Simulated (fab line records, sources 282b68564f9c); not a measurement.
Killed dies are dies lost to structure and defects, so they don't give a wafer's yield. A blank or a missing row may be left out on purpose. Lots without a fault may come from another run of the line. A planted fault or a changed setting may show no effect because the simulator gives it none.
fab line records | flow rit_cmos
record lots=7 wafers=21 last_day=8
route steps=202 shown SPACER@127 NSD@131 PSD@142 SDANNEAL@153 PLDD@159 M1@202
lots that met no fault: from a run of the same line without faults
start_h: hours from the record's first day to the start of the lot's first wafer shown | wait_h: hours since the lot's step before | " the same as in the row above | L1.1+2: a row that stands for several wafers | - no value, or no start given | * or withheld: withheld | < > ~ a bound
route shown NAME@n: a module of which the file shows steps, and the number in the route of the first | usual: mean/standard deviation of fault-free wafers | same: alike in all rows | chamber/n: place in a boat | sites: the reading at each site | _std_site: their standard deviation | _edge_site: outer sites' mean less inner sites' | radius_mm: how far each site lies from the wafer's centre | mask NAME#n: copy n | behind: the tool/chamber that last shaped the wafer | hold: why the lot was held/for how many hours/how that ended | device: the transistor (n, p or np) that didn't switch | end of line: the same wafers' tests at the end of the route | a step without rows: its recipe alone | killed: dies lost to structure and defects at the first sort, not the wafer's yield | map: a wafer's dies, x killed, . not, _ none there
set.NAME: the setting as run; set.NAME@STEP: as run at that earlier step | model.NAME: the simulator's own value behind a step, which no gauge read
lots at some steps of the route; a table a step, a row a wafer
services: from which hour (start_h, from the record's first day; less than 0 if before it) a tool's chamber was out of use, for how many hours, and why
## steps
# step RIT_SPACER_CLEAN_02
# recipe chemistry=SC2 mix=3:3:50 time_s=600 temp_c=75 dry=n2_spin
# step RIT_SPACER_CVD_03
# recipe material=Si3N4 target_thk_nm=250 temp_c=810 precursor=SiH2Cl2/NH3 time_s=3300 pressure_mtorr=300 sih2cl2_flow_sccm=60 nh3_flow_sccm=150
# step RIT_SPACER_THK_MEAS_04
# recipe reads=Si3N4_of_SPACER_CVD_03
# usual SPACER_NITRIDE_THK=249.4/2.3
# columns lot.wafer tool chamber start_h wait_h SPACER_NITRIDE_THK[nm]
L431.1 film_metro-03 - 58.50 0.0 248.7
L431.3 " - " " 247.6
L431.5 " - " " 247.1
L432.2 film_metro-01 - 60.64 0.0 250.5
L432.3 " - " " 251.6
L432.6 " - " " 256.2
L433.1 film_metro-03 - 65.45 0.0 252.3
L433.3 " - " " 252.5
L433.4 " - " " 250.6
L436.1 film_metro-01 - 78.83 0.0 245.9
L436.3 " - " " 247.5
L436.6 " - " " 246.7
L446.1 film_metro-01 - 129.06 0.0 251.4
L446.4 " - " " 250.7
L446.6 " - " " 253.1
L450.2 film_metro-03 - 156.09 0.0 250.7
L450.5 " - " " 250.3
L450.6 " - " " 250.9
L453.2 film_metro-01 - 173.94 0.0 249.8
L453.3 " - " " 248.9
L453.5 " - " " 249.0
# step RIT_SPACER_ETCHBACK_05
# recipe target_depth_a=2500 SF6_flow_sccm=30 CHF3_flow_sccm=30 target=Si3N4 chemistry=SF6/CHF3 pressure_mtorr=40 rf_w=250 time_s=240 stop_on=SiO2
# usual drypump_motor_current_A=5.9/0.49 oes_product_au=0.841/0.013 throttle_valve_pct=10.32/0.11
# columns lot.wafer tool chamber start_h wait_h drypump_motor_current_A oes_product_au rf_hours_counter_h throttle_valve_pct
L431.1 rie_diel-02 0 58.56 0.1 5.3 0.832 36 10.33
L431.3 " 2 " " 5.6 0.825 94 10.24
L431.5 " 1 " " 5.7 0.817 - 10.09
L432.2 rie_diel-03 3 60.69 0.0 4.9 0.842 140 10.23
L432.3 " 0 " " 5.8 0.841 61 10.44
L432.6 " 2 " " 6.6 0.867 - 10.34
L433.1 rie_diel-03 2 65.51 0.1 6.5 0.850 66 10.33
L433.3 " 3 " " 4.9 0.850 140 10.23
L433.4 " 0 " " 5.8 0.844 61 10.44
L436.1 rie_diel-02 2 78.89 0.1 5.6 0.830 95 10.25
L436.3 " 3 " " 5.8 0.850 74 10.37
L436.6 " 3 " " 5.8 0.846 - 10.38
L446.1 rie_diel-04 2 129.12 0.1 6.2 0.843 10 10.20
L446.4 " 3 " " 6.2 0.859 3 10.43
L446.6 " 0 " " 6.0 0.847 - 10.32
L450.2 rie_diel-03 1 156.14 0.0 6.2 0.830 118 10.53
L450.5 " 1 " " 6.2 0.822 - 10.51
L450.6 " 2 " " 6.6 0.841 - 10.33
L453.2 rie_diel-04 1 173.99 0.0 6.4 0.855 93 10.19
L453.3 " 0 " " 6.1 0.849 101 10.30
L453.5 " 1 " " 6.4 0.848 - 10.18
# step RIT_NSD_HMDS_00
# recipe prime_time_s=60 prime_temp_c=140
# step RIT_NSD_COAT_01
# recipe resist=NOVOLAK spin_rpm=3250 resist_thk_nm=1000
# step RIT_NSD_SOFTBAKE_02
# recipe resist=NOVOLAK temp_c=90 time_s=60
# step RIT_NSD_EXPOSE_03
# recipe mask_id=M9 na=0.57 target_cd_nm=40700 dose_mj=250
# step RIT_NSD_PEB_04
# recipe resist=NOVOLAK temp_c=withheld time_s=withheld
# step RIT_NSD_DEVELOP_05
# recipe resist=NOVOLAK develop_time_s=50 dev_temp_c=23
# step RIT_NSD_OVL_MEAS_06
# usual NSD_OVL=0.4/1.4
# columns lot.wafer tool chamber start_h wait_h NSD_OVL[nm]
L431.1 overlay-01 - 59.78 - 1.9
L431.3 " - " " 1.2
L431.5 " - " " 3.8
L432.2 overlay-02 - 61.94 - -2.2
L432.3 " - " " -3.3
L432.6 " - " " -1.4
L433.1 overlay-01 - 66.51 - -0.7
L433.3 " - " " -0.4
L433.4 " - " " 1.2
L436.1 overlay-02 - 80.13 - 0.5
L436.3 " - " " -0.3
L436.6 " - " " 2.4
L446.1 overlay-01 - 130.25 - 1.9
L446.4 " - " " 1.6
L446.6 " - " " -0.4
L450.2 overlay-01 - 157.14 - 0.8
L450.5 " - " " 1.4
L450.6 " - " " 1.4
L453.2 overlay-02 - 175.00 - -1.5
L453.3 " - " " 1.5
L453.5 " - " " -2.7
# step RIT_NSD_HARDBAKE_07
# recipe resist=NOVOLAK temp_c=140 time_s=60
# step RIT_NSD_IMPLANT_08
# recipe species=P energy_kev=25 dose_cm2=1e+15 tilt_deg=7
# usual beam_energy_keV=24.998/0.0083 beam_on_s=10.01/0.19 dose_ions_cm2=1e+15/1.1e+12
# columns lot.wafer tool chamber start_h wait_h beam_energy_keV beam_on_s dose_ions_cm2 model.implant.rp_nm model.implant.drp_nm
L431.1 implanter-03 0 60.10 0.1 24.990 10.03 9.996e+14 32.18 14.84
L431.3 " 0 " " 24.995 10.07 9.999e+14 32.18 14.84
L431.5 " 0 " " 24.992 10.00 9.997e+14 32.18 14.84
L432.2 implanter-03 0 62.25 0.1 22.492 10.16 1e+15 29.86 13.92
L432.3 " 0 " " 22.502 9.60 1.0001e+15 29.86 13.92
L432.6 " 0 " " 22.500 10.03 9.982e+14 29.86 13.92
L433.1 implanter-03 0 66.69 0.1 22.489 10.21 9.989e+14 29.94 13.92
L433.3 " 0 " " 22.495 9.85 1.0012e+15 29.94 13.92
L433.4 " 0 " " 22.498 9.88 1.0005e+15 29.94 13.92
L436.1 implanter-03 0 80.32 0.1 22.497 10.06 1e+15 29.97 13.92
L436.3 " 0 " " 22.506 9.85 1.0004e+15 29.97 13.92
L436.6 " 0 " " 22.501 10.19 9.989e+14 29.97 13.92
L446.1 implanter-04 0 130.51 0.1 24.994 9.95 9.997e+14 32.37 14.84
L446.4 " 0 " " 24.999 9.89 1.0002e+15 32.37 14.84
L446.6 " 0 " " 25.008 10.19 9.999e+14 32.37 14.84
L450.2 implanter-03 0 157.35 0.1 25.005 10.03 9.983e+14 31.21 14.84
L450.5 " 0 " " 24.991 10.03 9.99e+14 31.21 14.84
L450.6 " 0 " " 24.999 10.06 9.974e+14 31.21 14.84
L453.2 implanter-01 0 175.20 0.1 24.998 9.88 9.998e+14 31.96 14.84
L453.3 " 0 " " 25.004 10.28 1.0011e+15 31.96 14.84
L453.5 " 0 " " 24.999 10.21 1.0001e+15 31.96 14.84
# step RIT_NSD_STRIP_09
# recipe chemistry=O2 time_s=180 resist=NOVOLAK platen_temp_c=withheld power_w=500 pressure_mtorr=4000 o2_flow_sccm=4000
# usual drypump_motor_current_A=5.7/0.3
# columns lot.wafer tool chamber start_h wait_h drypump_motor_current_A rf_hours_counter_h
L431.1 plasma_asher-03 1 60.25 0.1 5.9 41
L431.3 " 1 " " 5.9 -
L431.5 " 0 " " 6.0 -
L432.2 plasma_asher-02 1 62.38 0.1 5.6 43
L432.3 " 1 " " 5.6 -
L432.6 " 1 " " 5.6 -
L433.1 plasma_asher-03 0 66.84 0.1 6.0 42
L433.3 " 1 " " 5.9 -
L433.4 " 0 " " 6.0 -
L436.1 plasma_asher-02 1 80.47 0.1 5.6 45
L436.3 " 0 " " 5.5 -
L436.6 " 1 " " 5.6 -
L446.1 plasma_asher-03 1 130.66 0.1 5.9 1
L446.4 " 1 " " 5.9 -
L446.6 " 1 " " 5.9 -
L450.2 plasma_asher-01 0 157.47 0.1 5.5 37
L450.5 " 0 " " 5.5 -
L450.6 " 1 " " 5.0 -
L453.2 plasma_asher-01 1 175.33 0.1 4.9 39
L453.3 " 0 " " 5.5 -
L453.5 " 1 " " 5.0 -
# step RIT_NSD_TW_MEAS_10
# usual NSD_TW=3110/25
# columns lot.wafer tool chamber start_h wait_h NSD_TW
L431.1 film_metro-01 - 60.42 0.1 3111
L431.3 " - " " 3114
L431.5 " - " " 3086
L432.2 film_metro-04 - 62.56 0.1 3008
L432.3 " - " " 2996
L432.6 " - " " 3023
L433.1 film_metro-03 - 67.02 0.1 3087
L433.3 " - " " 3078
L433.4 " - " " 3073
L436.1 film_metro-03 - 80.64 0.1 3062
L436.3 " - " " 3073
L436.6 " - " " 3071
L446.1 film_metro-04 - 130.83 0.1 3100
L446.4 " - " " 3089
L446.6 " - " " 3089
L450.2 film_metro-01 - 157.66 0.1 3111
L450.5 " - " " 3109
L450.6 " - " " 3113
L453.2 film_metro-01 - 175.51 0.1 3097
L453.3 " - " " 3096
L453.5 " - " " 3106
# step RIT_PSD_HMDS_00
# recipe prime_time_s=60 prime_temp_c=140
# step RIT_PSD_COAT_01
# recipe resist=NOVOLAK spin_rpm=3250 resist_thk_nm=1000
# step RIT_PSD_SOFTBAKE_02
# recipe resist=NOVOLAK temp_c=90 time_s=60
# step RIT_PSD_EXPOSE_03
# recipe mask_id=M10 na=0.57 target_cd_nm=40900 dose_mj=250
# step RIT_PSD_PEB_04
# recipe resist=NOVOLAK temp_c=withheld time_s=withheld
# step RIT_PSD_DEVELOP_05
# recipe resist=NOVOLAK develop_time_s=50 dev_temp_c=23
# step RIT_PSD_OVL_MEAS_06
# usual PSD_OVL=1.8/1.5
# columns lot.wafer tool chamber start_h wait_h PSD_OVL[nm]
L431.1 overlay-02 - 61.46 - 3.2
L431.3 " - " " 1.3
L431.5 " - " " 1.3
L432.2 overlay-01 - 63.59 - 1.8
L432.3 " - " " 0.7
L432.6 " - " " 0.2
L433.1 overlay-02 - 68.03 - 2.4
L433.3 " - " " 2.6
L433.4 " - " " 2.4
L436.1 overlay-02 - 81.72 - 3.1
L436.3 " - " " 2.3
L436.6 " - " " 1.9
L446.1 overlay-01 - 131.74 - 3.6
L446.4 " - " " 2.5
L446.6 " - " " 2.6
L450.2 overlay-01 - 158.57 - -0.2
L450.5 " - " " 1.2
L450.6 " - " " 0.2
L453.2 overlay-01 - 176.54 - 0.0
L453.3 " - " " 4.9
L453.5 " - " " 2.2
# step RIT_PSD_HARDBAKE_07
# recipe resist=NOVOLAK temp_c=140 time_s=60
# step RIT_PSD_IMPLANT_08
# recipe species=BF2 energy_kev=27 dose_cm2=5e+15 tilt_deg=7
# step RIT_PSD_STRIP_09
# recipe chemistry=O2 time_s=180 resist=NOVOLAK platen_temp_c=withheld power_w=500 pressure_mtorr=4000 o2_flow_sccm=4000
# usual drypump_motor_current_A=5.7/0.46
# columns lot.wafer tool chamber start_h wait_h drypump_motor_current_A rf_hours_counter_h
L431.1 plasma_asher-03 0 61.80 0.1 6.0 42
L431.3 " 0 " " 6.0 -
L431.5 " 0 " " 6.0 -
L432.2 plasma_asher-01 0 63.92 0.1 5.5 27
L432.3 " 1 " " 5.0 -
L432.6 " 0 " " 5.5 -
L433.1 plasma_asher-03 1 68.37 0.1 5.9 42
L433.3 " 1 " " 5.9 -
L433.4 " 0 " " 6.0 -
L436.1 plasma_asher-01 0 82.06 0.1 5.5 29
L436.3 " 1 " " 5.0 -
L436.6 " 1 " " 5.0 -
L446.1 plasma_asher-04 1 132.08 0.1 6.3 49
L446.4 " 0 " " 6.1 -
L446.6 " 0 " " 6.1 -
L450.2 plasma_asher-03 0 158.90 0.1 6.0 4
L450.5 " 0 " " 6.1 -
L450.6 " 1 " " 5.9 -
L453.2 plasma_asher-01 0 176.87 0.1 5.5 39
L453.3 " 0 " " 5.6 -
L453.5 " 0 " " 5.5 -
# step RIT_PSD_TW_MEAS_10
# usual PSD_TW=3420/32
# columns lot.wafer tool chamber start_h wait_h PSD_TW
L431.1 film_metro-03 - 61.97 0.1 3481
L431.3 " - " " 3467
L431.5 " - " " 3467
L432.2 film_metro-03 - 64.11 0.1 3470
L432.3 " - " " 3443
L432.6 " - " " 3452
L433.1 film_metro-03 - 68.54 0.1 3462
L433.3 " - " " 3463
L433.4 " - " " 3465
L436.1 film_metro-04 - 82.23 0.1 3404
L436.3 " - " " 3384
L436.6 " - " " 3388
L446.1 film_metro-03 - 132.25 0.1 3449
L446.4 " - " " 3453
L446.6 " - " " 3462
L450.2 film_metro-04 - 159.08 0.1 3380
L450.5 " - " " 3393
L450.6 " - " " 3387
L453.2 film_metro-03 - 177.06 0.1 3460
L453.3 " - " " 3449
L453.5 " - " " 3464
# step RIT_SDANNEAL_CLEAN_00
# recipe chemistry=SC1 mix=3:3:50 time_s=600 temp_c=75
# step RIT_SDANNEAL_CLEAN_01
# recipe chemistry=dHF dilution=50:1 time_s=30
# step RIT_SDANNEAL_CLEAN_02
# recipe chemistry=SC2 mix=3:3:50 time_s=600 temp_c=75 dry=n2_spin
# step RIT_SDANNEAL_RTA_03
# recipe temp_c=1050 time_s=5 idle_temp_c=600 ramp_up_c_per_s=342 ramp_down_c_per_s=171 cool_to_c=600 ambient=N2
# usual ramp_down_c_per_s=171.00/0.03 wafer_temp_C_max=1053.5/1.1
# columns lot.wafer tool chamber start_h wait_h ramp_down_c_per_s wafer_temp_C_max
L431.1 rtp_anneal-01 0 62.57 0.0 171.00 1053.0
L431.3 " 0 " " 170.96 1053.3
L431.5 " 0 " " 171.00 1053.1
L432.2 rtp_anneal-02 0 64.71 0.0 171.04 1053.9
L432.3 " 0 " " 171.02 1051.6
L432.6 " 0 " " 171.02 1052.3
L433.1 rtp_anneal-01 0 68.99 0.0 170.94 1054.4
L433.3 " 0 " " 171.02 1052.9
L433.4 " 0 " " 171.01 1051.9
L436.1 rtp_anneal-02 0 82.69 0.0 170.98 1053.3
L436.3 " 0 " " 171.01 1054.9
L436.6 " 0 " " 171.04 1054.0
L446.1 rtp_anneal-02 0 132.68 0.0 170.98 1053.6
L446.4 " 0 " " 171.05 1052.3
L446.6 " 0 " " 170.99 1053.6
L450.2 rtp_anneal-02 0 159.56 0.0 171.00 1052.0
L450.5 " 0 " " 171.00 1054.7
L450.6 " 0 " " 170.99 1053.8
L453.2 rtp_anneal-01 0 177.49 0.0 171.02 1052.0
L453.3 " 0 " " 171.03 1053.8
L453.5 " 0 " " 171.03 1052.5
# step RIT_SDANNEAL_RS_MEAS_04
# recipe thk_meas_gauge=four-point-probe
# usual PSD_RS=115.9/0.31
# columns lot.wafer tool chamber start_h wait_h PSD_RS[ohm/sq]
L431.1 film_metro-01 - 62.63 0.0 115.9
L431.3 " - " " 116.1
L431.5 " - " " 115.8
L432.2 film_metro-01 - 64.78 0.1 115.8
L432.3 " - " " 115.8
L432.6 " - " " 116.0
L433.1 film_metro-03 - 69.05 0.0 115.7
L433.3 " - " " 116.1
L433.4 " - " " 116.3
L436.1 film_metro-04 - 82.75 0.0 116.4
L436.3 " - " " 116.4
L436.6 " - " " 116.3
L446.1 film_metro-01 - 132.74 0.0 116.7
L446.4 " - " " 116.2
L446.6 " - " " 116.1
L450.2 film_metro-04 - 159.63 0.1 116.0
L450.5 " - " " 115.9
L450.6 " - " " 116.1
L453.2 film_metro-04 - 177.56 0.1 115.7
L453.3 " - " " 115.8
L453.5 " - " " 115.6
# step RIT_SDANNEAL_RS_MEAS_05
# recipe thk_meas_gauge=four-point-probe
# usual NSD_RS=84.60/0.26
# columns lot.wafer tool chamber start_h wait_h NSD_RS[ohm/sq]
L431.1 film_metro-01 - 62.75 0.1 84.95
L431.3 " - " " 84.98
L431.5 " - " " 84.80
L432.2 film_metro-01 - 64.90 0.1 85.28
L432.3 " - " " 85.55
L432.6 " - " " 85.59
L433.1 film_metro-03 - 69.17 0.1 85.90
L433.3 " - " " 85.85
L433.4 " - " " 85.74
L436.1 film_metro-04 - 82.87 0.1 85.37
L436.3 " - " " 85.55
L436.6 " - " " 85.53
L446.1 film_metro-01 - 132.86 0.1 84.73
L446.4 " - " " 84.35
L446.6 " - " " 84.69
L450.2 film_metro-04 - 159.75 0.1 84.46
L450.5 " - " " 84.62
L450.6 " - " " 84.49
L453.2 film_metro-04 - 177.68 0.1 84.46
L453.3 " - " " 84.49
L453.5 " - " " 84.20
# step RIT_SDANNEAL_RS_MEAS_06
# recipe thk_meas_gauge=four-point-probe
# usual PLDD_RS=178.8/0.46
# columns lot.wafer tool chamber start_h wait_h PLDD_RS[ohm/sq]
L431.1 film_metro-01 - 62.87 0.1 179.4
L431.3 " - " " 179.9
L431.5 " - " " 178.9
L432.2 film_metro-01 - 65.02 0.1 179.5
L432.3 " - " " 179.0
L432.6 " - " " 179.1
L433.1 film_metro-03 - 69.29 0.1 179.8
L433.3 " - " " 179.3
L433.4 " - " " 179.3
L436.1 film_metro-04 - 82.99 0.1 179.0
L436.3 " - " " 178.7
L436.6 " - " " 178.7
L446.1 film_metro-01 - 132.98 0.1 178.8
L446.4 " - " " 178.9
L446.6 " - " " 178.8
L450.2 film_metro-04 - 159.87 0.1 179.1
L450.5 " - " " 178.9
L450.6 " - " " 178.9
L453.2 film_metro-04 - 177.80 0.1 177.8
L453.3 " - " " 178.3
L453.5 " - " " 178.5
# step RIT_M1_PROBE_99
# usual killed_at_M0_to_M3=0.0/0.12 killed_at_contacts=0.0/0.2 killed_at_front_end=7/3 killed_dies=7/3 killed_open=3.4/1.8 killed_short=3.8/2.1
# same gross_dies=264 killed_at_M4_up=0 killed_at_back_side=0 killed_at_other=0
# columns lot.wafer tool chamber start_h wait_h killed_at_M0_to_M3 killed_at_contacts killed_at_front_end killed_dies killed_open killed_short
L431.1 prober-02 - 70.16 0.1 0 1 6 7 1 6
L431.3 prober-02 - 70.26 0.2 0 0 8 8 3 5
L431.5 prober-02 - 70.36 0.2 0 0 11 11 5 6
L432.2 prober-01 - 72.47 0.1 0 0 9 9 3 6
L432.3 prober-01 - 72.52 0.2 0 0 11 11 5 6
L432.6 prober-01 - 72.67 0.2 0 0 8 8 4 4
L433.1 prober-02 - 77.21 0.1 0 0 9 9 6 3
L433.3 prober-02 - 77.31 0.2 0 0 8 8 5 3
L433.4 prober-02 - 77.36 0.2 0 0 11 11 5 6
L436.1 prober-01 - 90.63 0.1 0 0 8 8 4 4
L436.3 prober-01 - 90.73 0.2 0 0 7 7 2 5
L436.6 prober-01 - 90.88 0.2 1 0 9 10 4 6
L446.1 prober-02 - 140.10 0.1 0 0 5 5 2 3
L446.4 prober-02 - 140.25 0.2 0 0 8 8 3 5
L446.6 prober-02 - 140.35 0.2 0 0 5 5 1 4
L450.2 prober-02 - 167.11 0.1 0 0 5 5 3 2
L450.5 prober-02 - 167.26 0.2 0 0 13 13 9 4
L450.6 prober-02 - 167.31 0.2 0 0 8 8 4 4
L453.2 prober-01 - 184.83 0.1 0 0 10 10 3 7
L453.3 prober-01 - 184.88 0.2 0 0 12 12 7 5
L453.5 prober-01 - 184.98 0.2 0 0 7 7 5 2
# killed by level:class
L431.1 REOX:geometric_particle:short=3 FOX1:geometric_particle:short=1 CONTACT:geometric_particle:short=1 SPACER:geometric_particle:short=1 SILICIDE:geometric_particle:open=1
L431.3 FOX1:geometric_particle:short=2 SPACER:geometric_particle:short=2 FOX2:geometric_particle:open=1 GATE:geometric_particle:open=1 SPACER:geometric_particle:open=1 SILICIDE:geometric_particle:short=1
L431.5 FOX1:geometric_particle:open=2 REOX:geometric_particle:short=2 SILICIDE:geometric_particle:short=2 FOX1:geometric_particle:short=1 FOX2:geometric_particle:open=1 GATE:geometric_particle:open=1 SPACER:geometric_particle:short=1 SPACER:geometric_particle:open=1
L432.2 GATE:geometric_particle:short=3 GATE:geometric_particle:open=2 REOX:geometric_particle:open=1 REOX:geometric_particle:short=1 SPACER:geometric_particle:short=1 SILICIDE:geometric_particle:short=1
L432.3 GATE:geometric_particle:short=5 GATE:geometric_particle:open=3 REOX:geometric_particle:open=2 SILICIDE:geometric_particle:short=1
L432.6 GATE:geometric_particle:open=4 GATE:geometric_particle:short=2 SILICIDE:geometric_particle:short=2
L433.1 GATE:geometric_particle:open=4 GATE:geometric_particle:short=1 REOX:geometric_particle:open=1 SPACER:geometric_particle:open=1 SPACER:geometric_particle:short=1 SILICIDE:geometric_particle:short=1
L433.3 FOX2:geometric_particle:open=2 SPACER:geometric_particle:open=2 FOX1:geometric_particle:short=1 REOX:geometric_particle:open=1 SPACER:geometric_particle:short=1 SILICIDE:geometric_particle:short=1
L433.4 REOX:geometric_particle:short=3 GATE:geometric_particle:open=2 FOX1:geometric_particle:short=1 FOX2:geometric_particle:open=1 FOX2:geometric_particle:short=1 REOX:geometric_particle:open=1 SPACER:geometric_particle:short=1 SPACER:geometric_particle:open=1
L436.1 GATE:geometric_particle:short=4 FOX1:geometric_particle:open=2 GATE:geometric_particle:open=1 SPACER:geometric_particle:open=1
L436.3 GATE:geometric_particle:short=2 FOX1:geometric_particle:short=1 FOX1:geometric_particle:open=1 SPACER:geometric_particle:short=1 SILICIDE:geometric_particle:open=1 SILICIDE:geometric_particle:short=1
L436.6 FOX1:geometric_particle:open=2 GATE:geometric_particle:open=2 GATE:geometric_particle:short=2 FOX1:geometric_particle:short=1 REOX:geometric_particle:short=1 SILICIDE:geometric_particle:short=1 M1:geometric_particle:short=1
L446.1 FOX1:geometric_particle:open=1 FOX1:geometric_particle:short=1 FOX2:geometric_particle:short=1 GATE:geometric_particle:open=1 REOX:geometric_particle:short=1
L446.4 FOX2:geometric_particle:short=2 GATE:geometric_particle:open=2 FOX1:geometric_particle:open=1 FOX1:geometric_particle:short=1 GATE:geometric_particle:short=1 REOX:geometric_particle:short=1
L446.6 GATE:geometric_particle:short=3 REOX:geometric_particle:open=1 REOX:geometric_particle:short=1
L450.2 GATE:geometric_particle:open=2 FOX1:geometric_particle:short=1 FOX2:geometric_particle:open=1 SPACER:geometric_particle:short=1
L450.5 FOX1:geometric_particle:open=3 GATE:geometric_particle:short=2 GATE:geometric_particle:open=2 SPACER:geometric_particle:open=2 FOX2:geometric_particle:open=1 FOX2:geometric_particle:short=1 SPACER:geometric_particle:short=1 SILICIDE:geometric_particle:open=1
L450.6 GATE:geometric_particle:open=3 GATE:geometric_particle:short=3 FOX1:geometric_particle:open=1 SILICIDE:geometric_particle:short=1
L453.2 GATE:geometric_particle:short=3 FOX1:geometric_particle:short=2 SPACER:geometric_particle:open=2 GATE:geometric_particle:open=1 REOX:geometric_particle:short=1 SPACER:geometric_particle:short=1
L453.3 GATE:geometric_particle:short=3 GATE:geometric_particle:open=2 REOX:geometric_particle:open=2 FOX1:geometric_particle:open=1 FOX2:geometric_particle:short=1 SPACER:geometric_particle:open=1 SILICIDE:geometric_particle:short=1 SILICIDE:geometric_particle:open=1
L453.5 GATE:geometric_particle:open=2 SPACER:geometric_particle:open=2 SPACER:geometric_particle:short=1 SILICIDE:geometric_particle:open=1 SILICIDE:geometric_particle:short=1
## services
# columns tool chamber start_h hours kind
implanter-01 - 37.41 1.2 repair
implanter-01 - 42.59 0.5 repair
rie_diel-04 0 42.82 4.8 repair
implanter-01 - 53.73 1.6 repair
plasma_asher-03 - 76.25 2.9 repair
plasma_asher-04 - 78.88 2.8 pm
implanter-01 - 82.24 0.7 repair
rie_diel-03 0 86.65 18.1 repair
plasma_asher-03 - 108.75 9.0 pm
plasma_asher-03 0 108.75 9.0 vent_cycle
plasma_asher-03 1 108.75 9.0 vent_cycle
plasma_asher-03 - 116.03 0.7 repair
plasma_asher-03 0 117.75 - clean
plasma_asher-03 1 117.75 - clean
implanter-03 - 129.22 0.7 repair
plasma_asher-01 - 136.21 0.6 repair
implanter-04 - 136.36 3.6 repair
rie_diel-04 3 145.90 8.6 repair
rie_diel-02 0 170.60 6.2 repair
## key
first_sign step=RIT_NSD_IMPLANT_08 reading=beam_energy_keV direction=down sigmas=99+ usual=24.998 struck=22.498
effect step=RIT_NSD_TW_MEAS_10 reading=NSD_TW direction=down sigmas=2.3 usual=3110 struck=3052
effect step=RIT_SDANNEAL_RS_MEAS_05 reading=NSD_RS direction=up sigmas=3.9 usual=84.60 struck=85.60
model_effect step=RIT_NSD_IMPLANT_08 value=implant.rp_nm without=32.13 struck=29.92
met_at RIT_NSD_IMPLANT_08
struck_wafers L432.2,L432.3,L432.6,L433.1,L433.3,L433.4,L436.1,L436.3,L436.6
tester_left_out L432,L433,L436
onset_between 60.10 62.25
fault kind=process_parameter_drift tool=implanter-03 chamber=- onset_h=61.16 steps=RIT_NSD_IMPLANT_08 channel=energy_kev offset=-2.5 shape=step end_h=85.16 acts_in=these_recipes_only stated=25
# tester_left_out: of these lots the tester's yield and bins aren't shown, on N5 and GAA mostly nor the transistor test; their killed dies are dies lost to structure and defects alone, not to doping, threshold or leakage, so they don't give the yield
